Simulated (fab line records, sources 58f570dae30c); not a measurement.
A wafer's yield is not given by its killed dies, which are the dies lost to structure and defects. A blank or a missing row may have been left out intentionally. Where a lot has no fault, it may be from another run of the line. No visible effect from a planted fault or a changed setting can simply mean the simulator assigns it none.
A sampling plan put to the test    flow berkeley-cmos170    one fab line, 11 faults that these records tell of, each judged on the records of the lots that it struck; 1 more is left out, because the records don't allow judging it
The plan consists of the line's own looks: route steps at which the wafer is read by a gauge or an inspection but not changed. A look is open to judgement when struck wafers have a number at it and the file gives its usual mean and standard deviation on fault-free wafers. Caught: 4 or more of those standard deviations (sigma) separate the usual mean from the mean of the struck wafers at a look after the fault's first step. On the tool: here the same test is run on the tool's own readings at the fault's steps. Also counted as caught: the struck wafers showing another recipe, or a record that is empty for them alone.

== THE FAULTS, as the simulator had put them in ==
1. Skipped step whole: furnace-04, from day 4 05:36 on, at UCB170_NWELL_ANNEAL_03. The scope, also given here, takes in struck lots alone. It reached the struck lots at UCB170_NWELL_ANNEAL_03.
2. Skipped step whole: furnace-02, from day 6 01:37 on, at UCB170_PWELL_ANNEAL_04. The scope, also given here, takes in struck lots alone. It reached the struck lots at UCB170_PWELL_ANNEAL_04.
3. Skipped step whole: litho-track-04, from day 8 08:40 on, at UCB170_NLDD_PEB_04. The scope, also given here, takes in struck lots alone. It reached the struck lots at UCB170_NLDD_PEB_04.
4. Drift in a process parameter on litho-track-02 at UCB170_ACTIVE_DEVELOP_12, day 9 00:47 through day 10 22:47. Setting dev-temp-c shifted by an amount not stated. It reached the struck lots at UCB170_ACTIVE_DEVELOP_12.
5. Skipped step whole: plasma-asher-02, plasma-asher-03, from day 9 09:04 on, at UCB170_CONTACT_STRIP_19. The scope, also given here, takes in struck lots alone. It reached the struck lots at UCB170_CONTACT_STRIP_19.
6. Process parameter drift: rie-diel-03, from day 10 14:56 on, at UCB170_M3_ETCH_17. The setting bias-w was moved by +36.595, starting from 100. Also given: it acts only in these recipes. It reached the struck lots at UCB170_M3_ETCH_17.
7. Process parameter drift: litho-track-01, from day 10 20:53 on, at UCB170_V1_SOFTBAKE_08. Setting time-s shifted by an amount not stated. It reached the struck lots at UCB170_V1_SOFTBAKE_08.
8. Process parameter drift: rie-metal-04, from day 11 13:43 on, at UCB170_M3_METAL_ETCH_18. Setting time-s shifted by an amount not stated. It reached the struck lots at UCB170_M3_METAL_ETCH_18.
9. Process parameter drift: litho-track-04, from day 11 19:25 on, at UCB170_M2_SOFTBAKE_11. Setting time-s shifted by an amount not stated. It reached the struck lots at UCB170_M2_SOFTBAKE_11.
10. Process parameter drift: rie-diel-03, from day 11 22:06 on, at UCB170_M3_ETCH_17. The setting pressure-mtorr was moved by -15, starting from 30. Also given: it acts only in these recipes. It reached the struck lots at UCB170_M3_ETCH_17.
11. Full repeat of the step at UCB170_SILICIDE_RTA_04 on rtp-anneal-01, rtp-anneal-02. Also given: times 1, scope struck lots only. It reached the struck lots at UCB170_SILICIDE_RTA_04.

== WHAT THE PLAN SAW ==
fault  on the tool itself                                first look that catches it                       reading, sigma  median hours from its first step to that look  hours from the fault's start to the first struck lot there  judged looks passed uncaught
1      the tool's record is blank for the struck wafers  not the one look that can be judged after it     -               -                                              -                                                           1
2      the tool's record is blank for the struck wafers  no look after it can be judged                   -               -                                              -                                                           0
3      the tool's record is blank for the struck wafers  not the one look that can be judged after it     -               -                                              -                                                           1
4      developer-temp-C +18 sigma                        not the one look that can be judged after it     -               -                                              -                                                           1
5      the tool's record is blank for the struck wafers  no look after it can be judged                   -               -                                              -                                                           0
6      bias-w +99 or beyond sigma                        no look after it can be judged                   -               -                                              -                                                           0
7      run-length-s +35 sigma                            not the one look that can be judged after it     -               -                                              -                                                           1
8      run-length-s +16 sigma                            no look after it can be judged                   -               -                                              -                                                           0
9      run-length-s +99 or beyond sigma                  none of the 2 looks that can be judged after it  -               -                                              -                                                           2
10     chamber-pressure-mTorr -99 or beyond sigma        no look after it can be judged                   -               -                                              -                                                           0
11     under 2 sigma                                     none of the 2 looks that can be judged after it  -               -                                              -                                                           2
Dash: fault not caught, or number not given in these records.

Caught at a look: 0 of 11. Caught on the tool: 10 of 11. By one or the other: 10 of 11.
On the tool alone, faults 1, 2, 3, 4, 5, 6, 7, 8, 9, 10 were caught.
Caught by neither: fault 11.
